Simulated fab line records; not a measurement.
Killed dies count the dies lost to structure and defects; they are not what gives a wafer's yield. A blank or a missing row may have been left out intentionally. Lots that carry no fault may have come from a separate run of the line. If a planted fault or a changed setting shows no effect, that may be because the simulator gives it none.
fab line records :: flow rit-cmos
record
  lots=5
  wafers=23
route steps=202 shown M1@200
start-h: the number of hours between the record's first day and the start of the first shown wafer of the lot :: wait-h: how many hours have passed since the lot's step before this one :: " the same as in the row above :: L1.1+2: a row that stands for several wafers :: - value missing, or start not given :: * or withheld: withheld :: < > ~ a bound
route shown NAME@n: a module of which the file shows steps, and the number in the route of the first :: usual: the fault-free wafers' mean and standard deviation :: same: alike in all rows :: chamber/n: place in a boat :: sites: the reading at each site :: _std_site: standard deviation across them :: _edge_site: the outer-site mean with the inner-site mean subtracted :: radius-mm: how far each site lies from the wafer's centre :: mask NAME#n: copy n :: behind: tool/chamber where the wafer was last shaped :: hold: why the lot was held/for how many hours/how that ended :: device: the n, p or np transistor that did not switch :: end of line: the same wafers' tests at the end of the route :: a step given without rows: its recipe and nothing more :: killed: dies that structure and defects cost at the first sort, which is not the same as the wafer's yield :: map: a wafer's dies, x killed, . not, _ none there
set.NAME: the setting as run; set.NAME@STEP: as run at that earlier step :: model.NAME: the simulator's own value behind a step, which no gauge read
lots whose settings were changed on purpose; a table a step, a row a wafer
## steps
# step RIT_M1_ANNEAL_15
# recipe
  temp-c=450
  time-s=1800
  ambient=forming_gas_H2N2
lot.wafer: L077.1+3+4+5+6
tool: -
chamber: -
start-h: -
wait-h: 0.1
set.temp-c: 436.8

lot.wafer: L080.1+2+4+5+6
tool: -
chamber: -
start-h: -
wait-h: 0.1
set.temp-c: 453.4

lot.wafer: L082.1+3+6
tool: -
chamber: -
start-h: 96.87
wait-h: 0.8
set.temp-c: 450

lot.wafer: L084.1+2+3+4+6
tool: -
chamber: -
start-h: -
wait-h: 0.1
set.temp-c: 456.9

lot.wafer: L085.1+3+4+5+6
tool: -
chamber: -
start-h: -
wait-h: 1.1
set.temp-c: 450
# step RIT_M1_PROBE_99
# usual
  killed_at_M0_to_M3=0.0/0.12
  killed-at-front-end=8/3.4
  killed-dies=8/3.4
  killed-open=3.6/2.4
  killed-short=4.0/1.9
# same
  gross-dies=264
  killed_at_M4_up=0
  killed-at-back-side=0
  killed-at-contacts=0
  killed-at-other=0
lot.wafer: L077.1
tool: prober-02
chamber: -
start-h: 72.33
wait-h: 0.1
set.dose-mj@M1_EXPOSE_06: 267.5
killed_at_M0_to_M3: 0
killed-at-front-end: 7
killed-dies: 7
killed-open: 4
killed-short: 3
model.etest.m1.width-nm: 2580

lot.wafer: L077.3
tool: prober-02
chamber: -
start-h: 72.43
wait-h: 0.2
set.dose-mj@M1_EXPOSE_06: 267.5
killed_at_M0_to_M3: 0
killed-at-front-end: 9
killed-dies: 9
killed-open: 4
killed-short: 5
model.etest.m1.width-nm: 2584

lot.wafer: L077.4
tool: prober-02
chamber: -
start-h: 72.48
wait-h: 0.2
set.dose-mj@M1_EXPOSE_06: 250
killed_at_M0_to_M3: 0
killed-at-front-end: 10
killed-dies: 10
killed-open: 2
killed-short: 8
model.etest.m1.width-nm: 2598

lot.wafer: L077.5
tool: prober-02
chamber: -
start-h: 72.53
wait-h: 0.2
set.dose-mj@M1_EXPOSE_06: 250
killed_at_M0_to_M3: 0
killed-at-front-end: 6
killed-dies: 6
killed-open: 3
killed-short: 3
model.etest.m1.width-nm: 2602

lot.wafer: L077.6
tool: prober-02
chamber: -
start-h: 72.58
wait-h: 0.2
set.dose-mj@M1_EXPOSE_06: 250
killed_at_M0_to_M3: 0
killed-at-front-end: 8
killed-dies: 8
killed-open: 6
killed-short: 2
model.etest.m1.width-nm: 2608

lot.wafer: L080.1
tool: prober-01
chamber: -
start-h: 86.50
wait-h: 0.1
set.dose-mj@M1_EXPOSE_06: 265.1
killed_at_M0_to_M3: 1
killed-at-front-end: 5
killed-dies: 6
killed-open: 4
killed-short: 2
model.etest.m1.width-nm: 2580

lot.wafer: L080.2
tool: prober-01
chamber: -
start-h: 86.55
wait-h: 0.1
set.dose-mj@M1_EXPOSE_06: 250
killed_at_M0_to_M3: 0
killed-at-front-end: 7
killed-dies: 7
killed-open: 1
killed-short: 6
model.etest.m1.width-nm: 2596

lot.wafer: L080.4
tool: prober-01
chamber: -
start-h: 86.65
wait-h: 0.2
set.dose-mj@M1_EXPOSE_06: 250
killed_at_M0_to_M3: 0
killed-at-front-end: 9
killed-dies: 9
killed-open: 3
killed-short: 6
model.etest.m1.width-nm: 2606

lot.wafer: L080.5
tool: prober-01
chamber: -
start-h: 86.70
wait-h: 0.2
set.dose-mj@M1_EXPOSE_06: 265.1
killed_at_M0_to_M3: 0
killed-at-front-end: 13
killed-dies: 13
killed-open: 9
killed-short: 4
model.etest.m1.width-nm: 2572

lot.wafer: L080.6
tool: prober-01
chamber: -
start-h: 86.75
wait-h: 0.2
set.dose-mj@M1_EXPOSE_06: 265.1
killed_at_M0_to_M3: 0
killed-at-front-end: 7
killed-dies: 7
killed-open: 2
killed-short: 5
model.etest.m1.width-nm: 2585

lot.wafer: L082.1
tool: prober-01
chamber: -
start-h: 98.49
wait-h: 0.1
set.dose-mj@M1_EXPOSE_06: 250
killed_at_M0_to_M3: 0
killed-at-front-end: 2
killed-dies: 2
killed-open: 0
killed-short: 2
model.etest.m1.width-nm: 2597

lot.wafer: L082.3
tool: prober-01
chamber: -
start-h: 98.59
wait-h: 0.2
set.dose-mj@M1_EXPOSE_06: 250
killed_at_M0_to_M3: 0
killed-at-front-end: 9
killed-dies: 9
killed-open: 5
killed-short: 4
model.etest.m1.width-nm: 2594

lot.wafer: L082.6
tool: prober-01
chamber: -
start-h: 98.74
wait-h: 0.2
set.dose-mj@M1_EXPOSE_06: 250
killed_at_M0_to_M3: 0
killed-at-front-end: 7
killed-dies: 7
killed-open: 2
killed-short: 5
model.etest.m1.width-nm: 2600

lot.wafer: L084.1
tool: prober-01
chamber: -
start-h: 106.39
wait-h: 0.1
set.dose-mj@M1_EXPOSE_06: 250
killed_at_M0_to_M3: 0
killed-at-front-end: 7
killed-dies: 7
killed-open: 2
killed-short: 5
model.etest.m1.width-nm: 2607

lot.wafer: L084.2
tool: prober-01
chamber: -
start-h: 106.44
wait-h: 0.1
set.dose-mj@M1_EXPOSE_06: 240.2
killed_at_M0_to_M3: 0
killed-at-front-end: 7
killed-dies: 7
killed-open: 2
killed-short: 5
model.etest.m1.width-nm: 2621

lot.wafer: L084.3
tool: prober-01
chamber: -
start-h: 106.49
wait-h: 0.2
set.dose-mj@M1_EXPOSE_06: 240.2
killed_at_M0_to_M3: 0
killed-at-front-end: 8
killed-dies: 8
killed-open: 4
killed-short: 4
model.etest.m1.width-nm: 2615

lot.wafer: L084.4
tool: prober-01
chamber: -
start-h: 106.54
wait-h: 0.2
set.dose-mj@M1_EXPOSE_06: 250
killed_at_M0_to_M3: 0
killed-at-front-end: 8
killed-dies: 8
killed-open: 5
killed-short: 3
model.etest.m1.width-nm: 2615

lot.wafer: L084.6
tool: prober-01
chamber: -
start-h: 106.64
wait-h: 0.2
set.dose-mj@M1_EXPOSE_06: 250
killed_at_M0_to_M3: 0
killed-at-front-end: 6
killed-dies: 6
killed-open: 4
killed-short: 2
model.etest.m1.width-nm: 2597

lot.wafer: L085.1
tool: prober-02
chamber: -
start-h: 113.67
wait-h: 0.1
set.dose-mj@M1_EXPOSE_06: 267.2
killed_at_M0_to_M3: 0
killed-at-front-end: 8
killed-dies: 8
killed-open: 4
killed-short: 4
model.etest.m1.width-nm: 2586

lot.wafer: L085.3
tool: prober-02
chamber: -
start-h: 113.77
wait-h: 0.2
set.dose-mj@M1_EXPOSE_06: 250
killed_at_M0_to_M3: 0
killed-at-front-end: 11
killed-dies: 11
killed-open: 4
killed-short: 7
model.etest.m1.width-nm: 2608

lot.wafer: L085.4
tool: prober-02
chamber: -
start-h: 113.82
wait-h: 0.2
set.dose-mj@M1_EXPOSE_06: 250
killed_at_M0_to_M3: 0
killed-at-front-end: 7
killed-dies: 7
killed-open: 4
killed-short: 3
model.etest.m1.width-nm: 2601

lot.wafer: L085.5
tool: prober-02
chamber: -
start-h: 113.87
wait-h: 0.2
set.dose-mj@M1_EXPOSE_06: 267.2
killed_at_M0_to_M3: 0
killed-at-front-end: 8
killed-dies: 8
killed-open: 2
killed-short: 6
model.etest.m1.width-nm: 2582

lot.wafer: L085.6
tool: prober-02
chamber: -
start-h: 113.92
wait-h: 0.2
set.dose-mj@M1_EXPOSE_06: 250
killed_at_M0_to_M3: 0
killed-at-front-end: 15
killed-dies: 15
killed-open: 7
killed-short: 8
model.etest.m1.width-nm: 2600
# killed by level:class
L077.1 GATE:geometric-particle:short=3 GATE:geometric-particle:open=3 FOX1:geometric-particle:open=1
L077.3 FOX2:geometric-particle:open=3 FOX1:geometric-particle:short=2 REOX:geometric-particle:short=1 REOX:geometric-particle:open=1 SPACER:geometric-particle:short=1 SILICIDE:geometric-particle:short=1
L077.4 GATE:geometric-particle:short=4 SILICIDE:geometric-particle:short=3 GATE:geometric-particle:open=2 FOX2:geometric-particle:short=1
L077.5 GATE:geometric-particle:short=1 GATE:geometric-particle:open=1 SPACER:geometric-particle:short=1 SPACER:geometric-particle:open=1 SILICIDE:geometric-particle:open=1 SILICIDE:geometric-particle:short=1
L077.6 GATE:geometric-particle:open=2 SILICIDE:geometric-particle:open=2 FOX1:geometric-particle:short=1 FOX2:geometric-particle:open=1 GATE:geometric-particle:short=1 SPACER:geometric-particle:open=1
L080.1 FOX1:geometric-particle:open=1 GATE:geometric-particle:open=1 GATE:geometric-particle:short=1 REOX:geometric-particle:open=1 SPACER:geometric-particle:open=1 M1:geometric-particle:short=1
L080.2 FOX1:geometric-particle:short=3 GATE:geometric-particle:short=2 SILICIDE:geometric-particle:open=1 SILICIDE:geometric-particle:short=1
L080.4 FOX1:geometric-particle:short=2 GATE:geometric-particle:open=2 GATE:geometric-particle:short=2 SPACER:geometric-particle:short=1 SILICIDE:geometric-particle:short=1 SILICIDE:geometric-particle:open=1
L080.5 GATE:geometric-particle:open=5 SILICIDE:geometric-particle:open=2 GATE:geometric-particle:short=2 SPACER:geometric-particle:open=2 FOX2:geometric-particle:short=1 SPACER:geometric-particle:short=1
L080.6 GATE:geometric-particle:short=3 REOX:geometric-particle:open=1 SPACER:geometric-particle:short=1 SPACER:geometric-particle:open=1 SILICIDE:geometric-particle:short=1
L082.1 FOX2:geometric-particle:short=1 SPACER:geometric-particle:short=1
L082.3 SPACER:geometric-particle:open=2 FOX2:geometric-particle:open=1 FOX2:geometric-particle:short=1 GATE:geometric-particle:open=1 GATE:geometric-particle:short=1 REOX:geometric-particle:open=1 SPACER:geometric-particle:short=1 SILICIDE:geometric-particle:short=1
L082.6 GATE:geometric-particle:short=3 SPACER:geometric-particle:short=2 FOX1:geometric-particle:open=1 GATE:geometric-particle:open=1
L084.1 FOX1:geometric-particle:short=2 FOX2:geometric-particle:open=1 GATE:geometric-particle:open=1 GATE:geometric-particle:short=1 REOX:geometric-particle:short=1 SILICIDE:geometric-particle:short=1
L084.2 GATE:geometric-particle:short=2 SPACER:geometric-particle:open=2 FOX1:geometric-particle:short=1 REOX:geometric-particle:short=1 SILICIDE:geometric-particle:short=1
L084.3 GATE:geometric-particle:short=2 FOX2:geometric-particle:short=1 FOX2:geometric-particle:open=1 GATE:geometric-particle:open=1 SPACER:geometric-particle:open=1 SPACER:geometric-particle:short=1 SILICIDE:geometric-particle:open=1
L084.4 GATE:geometric-particle:short=2 GATE:geometric-particle:open=2 FOX1:geometric-particle:open=1 SPACER:geometric-particle:open=1 SPACER:geometric-particle:short=1 SILICIDE:geometric-particle:open=1
L084.6 FOX1:geometric-particle:open=2 SILICIDE:geometric-particle:open=2 FOX1:geometric-particle:short=1 GATE:geometric-particle:short=1
L085.1 GATE:geometric-particle:open=2 SPACER:geometric-particle:short=2 GATE:geometric-particle:short=1 REOX:geometric-particle:short=1 SPACER:geometric-particle:open=1 SILICIDE:geometric-particle:open=1
L085.3 GATE:geometric-particle:short=3 FOX1:geometric-particle:open=1 FOX2:geometric-particle:short=1 FOX2:geometric-particle:open=1 REOX:geometric-particle:short=1 REOX:geometric-particle:open=1 SPACER:geometric-particle:short=1 SILICIDE:geometric-particle:open=1
L085.4 GATE:geometric-particle:open=2 GATE:geometric-particle:short=1 REOX:geometric-particle:short=1 REOX:geometric-particle:open=1 SPACER:geometric-particle:short=1 SILICIDE:geometric-particle:open=1
L085.5 GATE:geometric-particle:short=3 REOX:geometric-particle:short=2 FOX1:geometric-particle:open=1 FOX2:geometric-particle:short=1 FOX2:geometric-particle:open=1
L085.6 GATE:geometric-particle:open=4 FOX2:geometric-particle:short=3 GATE:geometric-particle:short=3 FOX1:geometric-particle:short=2 FOX1:geometric-particle:open=1 REOX:geometric-particle:open=1 SPACER:geometric-particle:open=1
## key
split
  step=RIT_M1_ANNEAL_15
  setting=temp-c
  stated=450
  by=lot
response none clear
split outside-this-file step=RIT_M1_EXPOSE_06 setting=dose-mj
# split outside-this-file: this setting was split too, and the file shows its column; the key of that split is in another file
